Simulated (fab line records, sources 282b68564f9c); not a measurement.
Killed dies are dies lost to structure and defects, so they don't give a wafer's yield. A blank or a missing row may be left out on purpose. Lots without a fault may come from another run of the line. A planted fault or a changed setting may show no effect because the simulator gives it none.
fab line records | flow rit_cmos
record lots=14 wafers=42 last_day=7
route steps=202 shown PSD@150
lots that met no fault: from a run of the same line without faults
start_h: hours from the record's first day to the start of the lot's first wafer shown | wait_h: hours since the lot's step before | " the same as in the row above | L1.1+2: a row that stands for several wafers | - no value, or no start given | * or withheld: withheld | < > ~ a bound
route shown NAME@n: a module of which the file shows steps, and the number in the route of the first | usual: mean/standard deviation of fault-free wafers | same: alike in all rows | chamber/n: place in a boat | sites: the reading at each site | _std_site: their standard deviation | _edge_site: outer sites' mean less inner sites' | radius_mm: how far each site lies from the wafer's centre | mask NAME#n: copy n | behind: the tool/chamber that last shaped the wafer | hold: why the lot was held/for how many hours/how that ended | device: the transistor (n, p or np) that didn't switch | end of line: the same wafers' tests at the end of the route | a step without rows: its recipe alone | killed: dies lost to structure and defects at the first sort, not the wafer's yield | map: a wafer's dies, x killed, . not, _ none there
set.NAME: the setting as run; set.NAME@STEP: as run at that earlier step | model.NAME: the simulator's own value behind a step, which no gauge read
steps of the route over a sample of lots; a table a step, a row a wafer
services: from which hour (start_h, from the record's first day; less than 0 if before it) a tool's chamber was out of use, for how many hours, and why
## steps
# step RIT_PSD_IMPLANT_08
# recipe species=BF2 energy_kev=27 dose_cm2=4.937e+15 tilt_deg=7
# usual beam_energy_keV=27.001/0.0085 beam_on_s=13.4/1.2
# columns lot.wafer tool chamber start_h wait_h beam_energy_keV beam_on_s
L721.2 implanter-03 0 48.90 0.1 27.005 12.8
L721.3 " 0 " " 26.988 12.3
L721.6 " 0 " " 26.995 12.3
L722.3 implanter-04 0 53.20 0.1 27.000 14.6
L722.4 " 0 " " 27.009 14.4
L722.6 " 0 " " 26.999 14.6
L724.1 implanter-04 0 64.47 0.1 27.003 14.4
L724.3 " 0 " " 27.000 14.7
L724.6 " 0 " " 27.008 14.9
L726.1 implanter-03 0 74.28 0.1 26.996 12.2
L726.2 " 0 " " 26.991 12.6
L726.5 " 0 " " 27.001 12.4
L727.3 implanter-03 0 80.75 0.1 26.984 12.5
L727.5 " 0 " " 26.991 12.4
L727.6 " 0 " " 26.996 12.4
L728.1 implanter-04 0 86.96 0.1 27.009 15.0
L728.2 " 0 " " 27.003 14.9
L728.5 " 0 " " 27.006 14.8
L729.1 implanter-03 0 90.17 0.1 27.020 12.3
L729.5 " 0 " " 27.006 12.7
L729.6 " 0 " " 27.013 12.3
L734.1 implanter-03 0 115.85 0.1 27.000 12.6
L734.2 " 0 " " 27.006 12.5
L734.5 " 0 " " 27.001 12.7
L736.2 implanter-03 0 123.99 0.1 27.007 12.1
L736.3 " 0 " " 27.003 12.6
L736.5 " 0 " " 27.017 12.3
L737.3 implanter-03 0 128.73 0.1 28.394 12.8
L737.5 " 0 " " 28.379 12.5
L737.6 " 0 " " 28.394 12.3
L739.1 implanter-03 0 142.93 0.1 28.376 12.4
L739.2 " 0 " " 28.390 13.0
L739.4 " 0 " " 28.369 12.3
L740.1 implanter-04 0 147.52 0.1 27.009 15.0
L740.3 " 0 " " 26.999 14.6
L740.6 " 0 " " 27.009 14.5
L742.1 implanter-04 0 159.85 0.1 27.004 14.8
L742.2 " 0 " " 26.993 14.6
L742.5 " 0 " " 26.992 14.4
L743.2 implanter-02 0 161.64 0.1 27.004 12.3
L743.4 " 0 " " 27.005 12.2
L743.5 " 0 " " 27.002 12.3
# step RIT_SDANNEAL_RS_MEAS_04
# recipe thk_meas_gauge=four-point-probe
# usual PSD_RS=115.97/0.24
# columns lot.wafer tool chamber start_h wait_h PSD_RS[ohm/sq]
L721.2 film_metro-02 - 49.72 0.1 115.78
L721.3 " - " " 116.19
L721.6 " - " " 116.10
L722.3 film_metro-01 - 54.03 0.1 115.66
L722.4 " - " " 116.22
L722.6 " - " " 115.90
L724.1 film_metro-01 - 65.28 0.0 115.73
L724.3 " - " " 116.05
L724.6 " - " " 115.79
L726.1 film_metro-04 - 75.09 0.0 115.99
L726.2 " - " " 116.24
L726.5 " - " " 116.28
L727.3 film_metro-01 - 81.69 0.1 116.08
L727.5 " - " " 116.10
L727.6 " - " " 116.07
L728.1 film_metro-01 - 87.81 0.1 115.79
L728.2 " - " " 115.79
L728.5 " - " " 116.01
L729.1 film_metro-04 - 90.99 0.0 116.48
L729.5 " - " " 116.39
L729.6 " - " " 116.38
L734.1 film_metro-04 - 116.68 0.0 115.97
L734.2 " - " " 116.01
L734.5 " - " " 115.70
L736.2 film_metro-04 - 124.87 0.1 115.89
L736.3 " - " " 115.83
L736.5 " - " " 115.75
L737.3 film_metro-02 - 129.56 0.1 113.26
L737.5 " - " " 112.45
L737.6 " - " " 113.27
L739.1 film_metro-04 - 143.75 0.0 113.19
L739.2 " - " " 112.80
L739.4 " - " " 112.88
L740.1 film_metro-02 - 148.35 0.0 115.86
L740.3 " - " " 115.84
L740.6 " - " " 115.94
L742.1 film_metro-04 - 160.85 0.0 115.61
L742.2 " - " " 115.82
L742.5 " - " " 116.08
L743.2 film_metro-01 - 162.48 0.1 115.47
L743.4 " - " " 115.60
L743.5 " - " " 115.24
## services
# columns tool chamber start_h hours kind
implanter-04 - 41.50 1.9 pm
implanter-03 - 45.29 3.1 repair
implanter-03 - 65.50 4.0 pm
implanter-04 - 148.61 0.9 repair
implanter-03 - 151.45 10.8 repair
## key
first_sign step=RIT_PSD_IMPLANT_08 reading=beam_energy_keV direction=up sigmas=99+ usual=27.001 struck=28.384
effect step=RIT_SDANNEAL_RS_MEAS_04 reading=PSD_RS direction=down sigmas=12 usual=115.97 struck=112.98
met_at RIT_PSD_IMPLANT_08
struck_lots L737,L739
tester_left_out L737,L739
onset_between 123.99 128.73
fault kind=process_parameter_drift tool=implanter-03 chamber=- onset_h=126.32 steps=RIT_PSD_IMPLANT_08 channel=energy_kev offset=1.3917 shape=step end_h=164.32 acts_in=these_recipes_only stated=27
# tester_left_out: of these lots the tester's yield and bins aren't shown, on N5 and GAA mostly nor the transistor test; their killed dies are dies lost to structure and defects alone, not to doping, threshold or leakage, so they don't give the yield
